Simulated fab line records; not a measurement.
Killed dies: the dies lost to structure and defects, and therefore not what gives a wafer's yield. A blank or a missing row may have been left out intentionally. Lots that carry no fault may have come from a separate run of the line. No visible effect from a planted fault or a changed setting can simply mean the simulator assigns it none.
2 desks, one fault :: flow berkeley_cmos170 :: numbers are kept per desk, each desk with only its own; the story behind them comes last

## AT THE TOOL OWNER'S DESK: pecvd-02
The tool's own readings at UCB170_V2_CVD_00 (deposits SiO2 from TEOS/O2, target thk 2000 nm, time 250 s): means of the sampled wafers that have a number, for each lot that ran on this tool. The brackets show how far a lot's mean lies from the usual mean; more than 4 standard deviations puts the lot out of limits, marked OUT.
Columns: A = heater_power_w at UCB170_V2_CVD_00, usual 256 W; B = rf_fwd_power_W at UCB170_V2_CVD_00, usual 548.5 W
lot: L239
first seen here: day 7 22:06
A: 293
B: 548.6

lot: L245
first seen here: day 8 18:26
A: 269
B: 549.7

lot: L243
first seen here: day 8 19:15
A: 266
B: 547.8

lot: L247
first seen here: day 9 15:57
A: 352
B: 401.8 (-92) OUT
This desk's finding: out of limits on L247; first on L247, day 9 15:57 (rf_fwd_power_W at UCB170_V2_CVD_00). L239, L245, L243 stayed within limits.

## METROLOGY DESK
Lot by lot, what the gauges showed, no matter which tool ran the lot: averages of those sampled wafers that carry a number. The brackets show how far a lot's mean lies from the usual mean; more than 4 standard deviations puts the lot out of limits, marked OUT.
Columns: A = V1_TEOS_THK at UCB170_V1_THK_MEAS_01, usual 2009 nm; B = V2_TEOS_THK at UCB170_V2_THK_MEAS_01, usual 1999 nm
lot: L239
first seen here: day 7 15:53
A: 1998
B: 2000

lot: L238
first seen here: day 7 15:55
A: 2030
B: 1985

lot: L242
first seen here: day 8 10:58
A: 2008
B: 2010

lot: L245
first seen here: day 8 11:01
A: 2012
B: 2028

lot: L243
first seen here: day 8 11:07
A: 2025
B: 1987

lot: L244
first seen here: day 8 11:07
A: 2021
B: 2004

lot: L246
first seen here: day 9 10:51
A: 2008
B: 1991

lot: L247
first seen here: day 9 10:52
A: 2004
B: 1799 (-8.7) OUT

lot: L250
first seen here: day 9 16:02
A: 2016
B: 1988

lot: L255
first seen here: day 11 02:28
A: 1992
B: 1984

lot: L257
first seen here: day 11 16:06
A: 2025
B: 2010

lot: L259
first seen here: day 11 16:19
A: 1994
B: 1995

lot: L260
first seen here: day 11 16:24
A: 2003
B: 1995
This desk's result: L247 out of limits, first on L247 (V2_TEOS_THK at UCB170_V2_THK_MEAS_01), day 9 16:07. L239, L238, L242, L245, L243, L244, L246, L250, L255, L257, L259, L260 stayed within limits.

## ALL TOGETHER
On L247, at day 9 15:57, an alarm was possible from the tool owner's desk.
Metrology desk: alarm possible at day 9 16:07 on L247.
The lots listed all ran UCB170_V2_CVD_00 on pecvd-02.

## WHAT HAD BEEN PUT IN BY THE SIMULATOR
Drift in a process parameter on pecvd-02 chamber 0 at UCB170_V2_CVD_00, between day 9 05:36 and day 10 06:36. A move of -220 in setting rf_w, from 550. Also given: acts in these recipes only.
Shown lots that were struck: L247.
Counting hours from when the fault started, the first reading out of limits came at 10 for the tool owner's desk and at 11 for the metrology desk.
